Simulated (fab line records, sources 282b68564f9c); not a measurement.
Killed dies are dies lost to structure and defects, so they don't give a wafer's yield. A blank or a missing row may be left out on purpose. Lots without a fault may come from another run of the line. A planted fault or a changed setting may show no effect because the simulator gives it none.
Which tool did it? | flow rit_cmos | 14 lots, 42 wafers sampled, at 3 steps of a route of 202

WHAT THE GAUGES READ, wafer by wafer
RIT_SDANNEAL_RS_MEAS_06: measures by four-point-probe. Usual: PLDD_RS 178.5 ohm/sq, standard deviation 0.47.
lot  | measured    | on            | PLDD_RS (ohm/sq)                    | flag
L716 | day 3 16:22 | film_metro-03 | 178.3 178.2 178.3                   |
L717 | day 3 19:53 | film_metro-02 | 178.1 178.7 178.4                   |
L718 | day 3 23:44 | film_metro-02 | 178.8 178.3 178.5                   |
L719 | day 4 07:35 | film_metro-01 | 179.0 178.6 178.9                   |
L720 | day 4 12:19 | film_metro-01 | 178.7 178.1 178.6                   |
L722 | day 4 19:23 | film_metro-02 | 178.3 178.8 178.9                   |
L723 | day 5 00:22 | film_metro-02 | 178.5 178.3 178.6                   |
L724 | day 5 04:51 | film_metro-03 | 178.0 178.5 178.4                   |
L725 | day 5 09:29 | film_metro-02 | 179.0 178.5 178.4                   |
L726 | day 5 14:34 | film_metro-02 | 178.7 178.5 179.2                   |
L729 | day 6 06:17 | film_metro-01 | 178.6 178.3 178.0                   |
L730 | day 6 11:46 | film_metro-02 | 180.1 180.5 180.4 180.1 181.0 180.1 | OFF
L731 | day 6 15:08 | film_metro-03 | 180.8 181.8 181.5 181.1 182.0 181.5 | OFF
L737 | day 7 21:44 | film_metro-03 | 178.7 178.7 178.3                   |

RIT_SDANNEAL_RS_MEAS_07: measures by four-point-probe. Usual: NLDD_RS 151.7 ohm/sq, standard deviation 0.51.
lot  | measured    | on            | NLDD_RS (ohm/sq)  | flag
L716 | day 3 16:29 | film_metro-03 | 152.2 151.4 151.6 |
L717 | day 3 20:01 | film_metro-02 | 152.0 151.2 151.7 |
L718 | day 3 23:52 | film_metro-02 | 151.1 150.8 151.0 |
L719 | day 4 07:43 | film_metro-01 | 151.4 151.6 151.3 |
L720 | day 4 12:26 | film_metro-01 | 151.6 151.8 152.0 |
L722 | day 4 19:30 | film_metro-02 | 152.5 151.5 152.4 |
L723 | day 5 00:29 | film_metro-02 | 151.6 152.1 151.3 |
L724 | day 5 04:58 | film_metro-03 | 151.4 151.0 151.0 |
L725 | day 5 09:36 | film_metro-02 | 152.1 151.3 152.1 |
L726 | day 5 14:41 | film_metro-02 | 151.8 151.8 151.3 |
L729 | day 6 06:24 | film_metro-01 | 151.4 151.4 151.4 |
L730 | day 6 13:13 | film_metro-02 | 151.5 151.4 152.2 |
L731 | day 6 18:37 | film_metro-03 | 151.5 151.7 151.2 |
L737 | day 7 21:52 | film_metro-03 | 151.3 151.4 151.6 |

WHICH TOOL RAN EACH LOT (tool, then ch and the chambers of the sampled wafers, then the start)
lot  | RIT_PLDD_IMPLANT_08
L716 | implanter-02 ch 0, day 3 09:30
L717 | implanter-01 ch 0, day 3 13:17
L718 | implanter-03 ch 0, day 3 16:13
L719 | implanter-02 ch 0, day 4 00:04
L720 | implanter-03 ch 0, day 4 05:41
L722 | implanter-02 ch 0, day 4 12:24
L723 | implanter-03 ch 0, day 4 17:28
L724 | implanter-03 ch 0, day 4 22:21
L725 | implanter-03 ch 0, day 5 02:52
L726 | implanter-01 ch 0, day 5 07:50
L729 | implanter-01 ch 0, day 5 22:01
L730 | implanter-03 ch 0, day 6 04:16
L731 | implanter-03 ch 0, day 6 08:10
L737 | implanter-01 ch 0, day 7 14:54
- RIT_PLDD_IMPLANT_08

WHAT THE TOOLS THEMSELVES READ (means of the sampled wafers that have a number; where no wafer has one, the mark that the record gives instead)
RIT_PLDD_IMPLANT_08. Usual: beam_energy_keV 20.000, standard deviation 0.0061.
lot  | tool         | beam_energy_keV | flag
L716 | implanter-02 | 20.003          |
L717 | implanter-01 | 20.000          |
L718 | implanter-03 | 20.000          |
L719 | implanter-02 | 19.999          |
L720 | implanter-03 | 20.005          |
L722 | implanter-02 | 19.999          |
L723 | implanter-03 | 19.998          |
L724 | implanter-03 | 20.000          |
L725 | implanter-03 | 19.998          |
L726 | implanter-01 | 20.002          |
L729 | implanter-01 | 19.995          |
L730 | implanter-03 | 19.302          | OFF
L731 | implanter-03 | 19.305          | OFF
L737 | implanter-01 | 19.997          |

THE ANSWER, worked out from the rows above alone
Rule: a lot is off if the mean of its wafers that have a number lies more than 3 standard deviations from the usual mean. A lot without any number at a reading at which 4 lots or more have one is off too. The other lots that the step has rows for count as sound. The gauges are gone through in route order, then the tools' own readings, and for those a lot's mean is taken as printed above. The first step at which some lot is off is used, and at that step the reading that is off furthest; a lot without a number counts as furthest.
Off: L730, L731, at RIT_SDANNEAL_RS_MEAS_06 (PLDD_RS).
A tool fits if, at a process step before that reading, it ran every lot that is off, and no sound lot after the first of them. The gauges at RIT_SDANNEAL_RS_MEAS_06 aren't tried: what is off there is off at RIT_PLDD_IMPLANT_08 too, on other tools, and a gauge's error can't cause that. One fits: implanter-03 at RIT_PLDD_IMPLANT_08. Its last sound lot is L725 (day 5 02:52), its first lot that is off L730 (day 6 04:16): a fault that began between those two fits.
The tool's own readings at RIT_PLDD_IMPLANT_08 bear it out: on the lots that are off they differ by more than 5 times the standard deviation of the sound lots' means. beam_energy_keV reads 19.303 there against 20.000 on the sound lots.

WHAT THE SIMULATOR HAD PUT IN
Process parameter drift: implanter-03, from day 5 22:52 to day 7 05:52, at RIT_PLDD_IMPLANT_08. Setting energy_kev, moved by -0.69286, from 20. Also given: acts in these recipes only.
Lots struck among those shown: L730, L731. The rule above found the same.
